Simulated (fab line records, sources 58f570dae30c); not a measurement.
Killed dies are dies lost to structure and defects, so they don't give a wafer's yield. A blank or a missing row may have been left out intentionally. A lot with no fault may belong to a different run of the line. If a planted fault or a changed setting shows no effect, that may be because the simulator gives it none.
The tool behind it: which one? || flow berkeley cmos170 || 14 lots with 42 wafers sampled at 3 steps, on a route of 331 steps

## WHAT THE GAUGES SHOWED, per wafer
The record holds no reading of a measuring or inspecting step that can be judged against a usual standard deviation.

## EACH LOT AND THE TOOL THAT RAN IT (in order: tool; ch and the chambers of the sampled wafers; start)
{"lot": "L824", "UCB170_GATE_STRIP_16": "plasma asher-01 ch 0,1, day 7 04:01", "UCB170_CONTACT_STRIP_06": "plasma asher-02 ch 0,1, day 8 00:32", "UCB170_M1_PEB_07": "litho track-02 ch 0, day 8 03:50"}
{"lot": "L828", "UCB170_GATE_STRIP_16": "plasma asher-02 ch 0,1, day 7 17:16", "UCB170_CONTACT_STRIP_06": "plasma asher-04 ch 0,1, day 8 15:19", "UCB170_M1_PEB_07": "litho track-02 ch 0, day 8 18:02"}
{"lot": "L825", "UCB170_GATE_STRIP_16": "plasma asher-01 ch 0,1, day 7 17:58", "UCB170_CONTACT_STRIP_06": "plasma asher-03 ch 0,1, day 8 15:50", "UCB170_M1_PEB_07": "litho track-04 ch 0, day 8 19:03"}
{"lot": "L827", "UCB170_GATE_STRIP_16": "plasma asher-04 ch 0,1, day 7 18:11", "UCB170_CONTACT_STRIP_06": "plasma asher-02 ch 0,1, day 8 17:07", "UCB170_M1_PEB_07": "litho track-02 ch 0, day 8 20:25"}
{"lot": "L831", "UCB170_GATE_STRIP_16": "plasma asher-04 ch 0,1, day 8 11:28", "UCB170_CONTACT_STRIP_06": "plasma asher-04 ch 0,1, day 9 09:46", "UCB170_M1_PEB_07": "litho track-01 ch 0, day 9 12:52"}
{"lot": "L829", "UCB170_GATE_STRIP_16": "plasma asher-02 ch 0,1, day 8 11:39", "UCB170_CONTACT_STRIP_06": "plasma asher-03 ch 0,1, day 9 08:53", "UCB170_M1_PEB_07": "litho track-02 ch 0, day 9 11:47"}
{"lot": "L832", "UCB170_GATE_STRIP_16": "plasma asher-04 ch 0,1, day 8 12:02", "UCB170_CONTACT_STRIP_06": "plasma asher-04 ch 0,1, day 9 11:38", "UCB170_M1_PEB_07": "litho track-04 ch 0, day 9 16:46"}
{"lot": "L833", "UCB170_GATE_STRIP_16": "plasma asher-04 ch 0,1, day 9 01:01", "UCB170_CONTACT_STRIP_06": "plasma asher-04 ch 0,1, day 10 03:32", "UCB170_M1_PEB_07": "litho track-02 ch 0, day 10 06:59"}
{"lot": "L834", "UCB170_GATE_STRIP_16": "plasma asher-04 ch 0,1, day 9 01:19", "UCB170_CONTACT_STRIP_06": "plasma asher-04 ch 0,1, day 10 01:42", "UCB170_M1_PEB_07": "litho track-04 ch 0, day 10 05:05"}
{"lot": "L843", "UCB170_GATE_STRIP_16": "plasma asher-02 ch 0,1, day 11 09:09", "UCB170_CONTACT_STRIP_06": "plasma asher-02 ch 0, day 12 08:04", "UCB170_M1_PEB_07": "litho track-02, day 12 11:35"}
{"lot": "L842", "UCB170_GATE_STRIP_16": "plasma asher-04 ch 0,1, day 11 09:15", "UCB170_CONTACT_STRIP_06": "plasma asher-03 ch 0,1, day 12 08:46", "UCB170_M1_PEB_07": "litho track-04 ch 0, day 12 12:35"}
{"lot": "L844", "UCB170_GATE_STRIP_16": "plasma asher-02 ch 0,1, day 11 09:19", "UCB170_CONTACT_STRIP_06": "plasma asher-04 ch 0,1, day 12 08:49", "UCB170_M1_PEB_07": "litho track-02, day 12 12:21"}
{"lot": "L846", "UCB170_GATE_STRIP_16": "plasma asher-01 ch 1, day 11 16:49", "UCB170_CONTACT_STRIP_06": "plasma asher-04 ch 0,1, day 12 10:38", "UCB170_M1_PEB_07": "litho track-04 ch 0, day 12 13:38"}
{"lot": "L847", "UCB170_GATE_STRIP_16": "plasma asher-02 ch 0,1, day 11 17:07", "UCB170_CONTACT_STRIP_06": "plasma asher-02 ch 0,1, day 12 12:32", "UCB170_M1_PEB_07": "litho track-04 ch 0, day 12 16:16"}
- UCB170_GATE_STRIP_16: strips in O2.
- UCB170_CONTACT_STRIP_06: strips in O2.
- UCB170_M1_PEB_07

## AS READ BY THE TOOLS THEMSELVES (means over the sampled wafers that have a number; for cases with no such wafer, the mark the record gives instead)
UCB170_GATE_STRIP_16. Usual: drypump motor current A 5.9 A, standard deviation 0.47; oes product au 0.724 a.u., standard deviation 0.0042.
{"lot": "L824", "tool": "plasma asher-01", "drypump motor current A (A)": 6.4, "oes product au (a.u.)": 0.719, "flag": ""}
{"lot": "L828", "tool": "plasma asher-02", "drypump motor current A (A)": 5.9, "oes product au (a.u.)": 0.727, "flag": ""}
{"lot": "L825", "tool": "plasma asher-01", "drypump motor current A (A)": 6.4, "oes product au (a.u.)": 0.729, "flag": ""}
{"lot": "L827", "tool": "plasma asher-04", "drypump motor current A (A)": 5.7, "oes product au (a.u.)": 0.723, "flag": ""}
{"lot": "L831", "tool": "plasma asher-04", "drypump motor current A (A)": 5.4, "oes product au (a.u.)": 0.721, "flag": ""}
{"lot": "L829", "tool": "plasma asher-02", "drypump motor current A (A)": 5.7, "oes product au (a.u.)": 0.725, "flag": ""}
{"lot": "L832", "tool": "plasma asher-04", "drypump motor current A (A)": 5.5, "oes product au (a.u.)": 0.724, "flag": ""}
{"lot": "L833", "tool": "plasma asher-04", "drypump motor current A (A)": 5.5, "oes product au (a.u.)": 0.723, "flag": ""}
{"lot": "L834", "tool": "plasma asher-04", "drypump motor current A (A)": 5.4, "oes product au (a.u.)": 0.723, "flag": ""}
{"lot": "L843", "tool": "plasma asher-02", "drypump motor current A (A)": 5.9, "oes product au (a.u.)": 0.726, "flag": ""}
{"lot": "L842", "tool": "plasma asher-04", "drypump motor current A (A)": 5.5, "oes product au (a.u.)": 0.725, "flag": ""}
{"lot": "L844", "tool": "plasma asher-02", "drypump motor current A (A)": 5.9, "oes product au (a.u.)": 0.729, "flag": ""}
{"lot": "L846", "tool": "plasma asher-01", "drypump motor current A (A)": 6.4, "oes product au (a.u.)": 0.724, "flag": ""}
{"lot": "L847", "tool": "plasma asher-02", "drypump motor current A (A)": 5.9, "oes product au (a.u.)": 0.723, "flag": ""}

UCB170_CONTACT_STRIP_06. Usual: drypump motor current A 5.8 A, standard deviation 0.36; oes product au 0.735 a.u., standard deviation 0.0045; strip time to endpoint s 21.95 s, standard deviation 0.075.
{"lot": "L824", "tool": "plasma asher-02", "drypump motor current A (A)": 5.9, "oes product au (a.u.)": 0.730, "strip time to endpoint s (s)": 21.86, "flag": ""}
{"lot": "L828", "tool": "plasma asher-04", "drypump motor current A (A)": 5.7, "oes product au (a.u.)": 0.737, "strip time to endpoint s (s)": 22.01, "flag": ""}
{"lot": "L825", "tool": "plasma asher-03", "drypump motor current A (A)": 5.9, "oes product au (a.u.)": 0.735, "strip time to endpoint s (s)": 21.99, "flag": ""}
{"lot": "L827", "tool": "plasma asher-02", "drypump motor current A (A)": 5.7, "oes product au (a.u.)": 0.736, "strip time to endpoint s (s)": 21.92, "flag": ""}
{"lot": "L831", "tool": "plasma asher-04", "drypump motor current A (A)": 5.4, "oes product au (a.u.)": 0.735, "strip time to endpoint s (s)": 21.88, "flag": ""}
{"lot": "L829", "tool": "plasma asher-03", "drypump motor current A (A)": 6.0, "oes product au (a.u.)": 0.733, "strip time to endpoint s (s)": 21.83, "flag": ""}
{"lot": "L832", "tool": "plasma asher-04", "drypump motor current A (A)": 5.5, "oes product au (a.u.)": 0.732, "strip time to endpoint s (s)": 21.88, "flag": ""}
{"lot": "L833", "tool": "plasma asher-04", "drypump motor current A (A)": 5.4, "oes product au (a.u.)": 0.737, "strip time to endpoint s (s)": 21.92, "flag": ""}
{"lot": "L834", "tool": "plasma asher-04", "drypump motor current A (A)": 5.7, "oes product au (a.u.)": 0.735, "strip time to endpoint s (s)": 21.96, "flag": ""}
{"lot": "L843", "tool": "plasma asher-02", "drypump motor current A (A)": 5.5, "oes product au (a.u.)": 0.731, "strip time to endpoint s (s)": 21.92, "flag": ""}
{"lot": "L842", "tool": "plasma asher-03", "drypump motor current A (A)": 5.9, "oes product au (a.u.)": 0.739, "strip time to endpoint s (s)": 21.96, "flag": ""}
{"lot": "L844", "tool": "plasma asher-04", "drypump motor current A (A)": 5.5, "oes product au (a.u.)": 0.729, "strip time to endpoint s (s)": 22.04, "flag": ""}
{"lot": "L846", "tool": "plasma asher-04", "drypump motor current A (A)": 5.7, "oes product au (a.u.)": 0.737, "strip time to endpoint s (s)": 21.92, "flag": ""}
{"lot": "L847", "tool": "plasma asher-02", "drypump motor current A (A)": 5.9, "oes product au (a.u.)": 0.737, "strip time to endpoint s (s)": 21.95, "flag": ""}

UCB170_M1_PEB_07. Usual: chill plate temp C 23.01 C, standard deviation 0.12; exhaust pa 45.0 Pa, standard deviation 0.96.
{"lot": "L824", "tool": "litho track-02", "chill plate temp C (C)": 22.86, "exhaust pa (Pa)": 45.4, "flag": ""}
{"lot": "L828", "tool": "litho track-02", "chill plate temp C (C)": 22.99, "exhaust pa (Pa)": 44.4, "flag": ""}
{"lot": "L825", "tool": "litho track-04", "chill plate temp C (C)": 23.04, "exhaust pa (Pa)": 45.4, "flag": ""}
{"lot": "L827", "tool": "litho track-02", "chill plate temp C (C)": 23.00, "exhaust pa (Pa)": 44.3, "flag": ""}
{"lot": "L831", "tool": "litho track-01", "chill plate temp C (C)": 23.04, "exhaust pa (Pa)": 44.4, "flag": ""}
{"lot": "L829", "tool": "litho track-02", "chill plate temp C (C)": 23.07, "exhaust pa (Pa)": 44.2, "flag": ""}
{"lot": "L832", "tool": "litho track-04", "chill plate temp C (C)": 23.06, "exhaust pa (Pa)": 45.4, "flag": ""}
{"lot": "L833", "tool": "litho track-02", "chill plate temp C (C)": 22.93, "exhaust pa (Pa)": 43.7, "flag": ""}
{"lot": "L834", "tool": "litho track-04", "chill plate temp C (C)": 23.12, "exhaust pa (Pa)": 44.4, "flag": ""}
{"lot": "L843", "tool": "litho track-02", "chill plate temp C (C)": "-", "exhaust pa (Pa)": "-", "flag": "OFF"}
{"lot": "L842", "tool": "litho track-04", "chill plate temp C (C)": 23.05, "exhaust pa (Pa)": 44.3, "flag": ""}
{"lot": "L844", "tool": "litho track-02", "chill plate temp C (C)": "-", "exhaust pa (Pa)": "-", "flag": "OFF"}
{"lot": "L846", "tool": "litho track-04", "chill plate temp C (C)": 22.82, "exhaust pa (Pa)": 45.1, "flag": ""}
{"lot": "L847", "tool": "litho track-04", "chill plate temp C (C)": 23.21, "exhaust pa (Pa)": 46.9, "flag": ""}

## THE ANSWER, worked out from the rows above alone
Rule: a lot is off if the mean of its wafers that have a number lies more than 3 standard deviations from the usual mean. A lot without any number at a reading at which 4 lots or more have one is off too. All remaining lots with rows at the step are treated as sound. First the gauges in route order, then the tools' own readings, where a lot's mean is used as printed above. The first step at which some lot is off is used, and at that step the reading that is off furthest; a lot without a number counts as furthest.
Off: L843, L844, at UCB170_M1_PEB_07 (chill plate temp C). Without a number there: L843, L844.
A tool fits if, at that step or a process step before it, it ran every lot that is off, and no sound lot after the first of them. One fits: UCB170_M1_PEB_07 on litho track-02. Its last sound lot is L833 (day 10 06:59), its first lot that is off L843 (day 12 11:35): a fault that began between those two fits.
Blank at UCB170_M1_PEB_07 on the lots that are off, where sound lots have numbers: chill plate temp C, exhaust pa.

## WHAT WAS PUT IN BY THE SIMULATOR
At UCB170_M1_PEB_07, the step was skipped entirely on litho track-02 from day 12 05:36 on. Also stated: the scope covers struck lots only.
Shown lots that were struck: L843, L844. This agrees with what the rule above found.
